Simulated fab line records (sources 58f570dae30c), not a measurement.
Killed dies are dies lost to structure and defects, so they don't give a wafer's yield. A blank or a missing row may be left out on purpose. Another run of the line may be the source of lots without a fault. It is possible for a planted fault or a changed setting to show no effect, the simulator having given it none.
A struck lot beside a sound one + flow berkeleyCmos170 + 14 out of 331 route steps
Sound: these wafers, L365.1, L365.3, L365.4. Wafers struck: L370.1, L370.3, L370.5. Last of all comes the cause.
Order at every step that has rows: each side's tool, ch and its chambers, its first start. Under that, the readings that differ: sound wafers + struck wafers + difference of the means + sigmas: that difference in standard deviations of wafers without a fault.
alike: a reading whose means differ by less than 2 such deviations, as well as words and numbers matching on both sides. not compared: withheld readings; readings where some wafer has no value; bounds like >300 that might hide an equal value; numbers whose values overlap and for which the record gives no deviation.
A row with sigmas, a row that says differs or no value, or rows on one side alone: a step with any of these is where the two part. When numbers do not overlap yet have no deviation, they are printed without sigmas and do not part them. A reading missing from all wafers of one side parts the sides only when that side holds two or more wafers.

first, 3 steps without rows for these wafers: UCB170_PFIELD_EXPOSE_03 (exposes mask PFIELD, target cd 1500 nm); UCB170_PFIELD_PEB_04; UCB170_PFIELD_DEVELOP_05 (develop time 45 s).
UCB170_PFIELD_OVL_MEAS_06:
  struck on overlay-01, day 8 09:04; sound on overlay-02, day 7 04:13
  alike: PFIELD_OVL
after that, 1 step had no rows for these wafers: UCB170_PFIELD_IMPLANT_07.
UCB170_PFIELD_STRIP_08: strips in O2.
  sound on plasmaAsher-04 ch 0,1, day 7 04:28; struck on plasmaAsher-01 ch 0,1, day 8 09:15
  alike: drypumpMotorCurrentA, oesProductAu, stripTimeToEndpointS
  not compared: rfHoursCounterH
UCB170_PFIELD_TW_MEAS_09:
  struck on filmMetro-03, day 8 09:21; sound on filmMetro-03, day 7 04:34
  alike: PFIELD_TW
then, 2 steps without rows for these wafers: UCB170_FIELD_CLEAN_00 (cleans in dHF, time 7.5 s); UCB170_FIELD_OXIDATION_01 (target thk 558.3 nm, ox time 7200 s).
UCB170_FIELD_THK_MEAS_02:
  struck on filmMetro-04, day 8 19:14; sound on filmMetro-04, day 7 10:37
  alike: FIELD_OXIDE_THK
then, 2 steps without rows for these wafers: UCB170_FIELD_ANNEAL_03 (time 1200 s); UCB170_FIELD_WET_ETCH_04 (etches SiO2 in dHF, time 60 s).
UCB170_FIELD_WET_ETCH_05: etches Si3N4 in H3PO4, time 12600 s.
  sound on wetBench-03 ch 0, day 7 15:06; struck on wetBench-03 ch 2, day 8 21:17
  no value came back on the struck wafers for bathGuardTempC (C), bathHeatDutyPct (%); on the sound wafers bathGuardTempC (C) reads 159.1 159.4 159.1
| reading                                     | sound           | struck            | difference | sigmas |
|---------------------------------------------|-----------------|-------------------|------------|--------|
| model.Si3N4_of_ACTIVE_CVD_05.thkNm (nm)     | 0 0 0           | 213.2 213.2 214.2 | +213.5     |        |
| model.SiO2_of_FIELD_OXIDATION_01.thkNm (nm) | 482.6 486.8 487 | 511.4 517.6 519   | +30.5      |        |
UCB170_FIELD_WET_ETCH_06: etches SiO2 in BOE, time 22 s.
  sound on wetBench-03 ch 0, day 7 18:47; struck on wetBench-03 ch 0, day 9 01:10
| reading                                     | sound             | struck            | difference | sigmas |
|---------------------------------------------|-------------------|-------------------|------------|--------|
| model.SiO2_of_FIELD_OXIDATION_01.thkNm (nm) | 432.3 436.7 436.8 | 461.7 467.9 469.3 | +31.0      |        |
  alike: bathHeatDutyPct, runLengthS

WHERE THEY PART
UCB170_FIELD_WET_ETCH_05 only, going by this record. Later steps at which nothing parts them and some readings are alike: UCB170_FIELD_WET_ETCH_06.

WHY: the cause the simulator had injected
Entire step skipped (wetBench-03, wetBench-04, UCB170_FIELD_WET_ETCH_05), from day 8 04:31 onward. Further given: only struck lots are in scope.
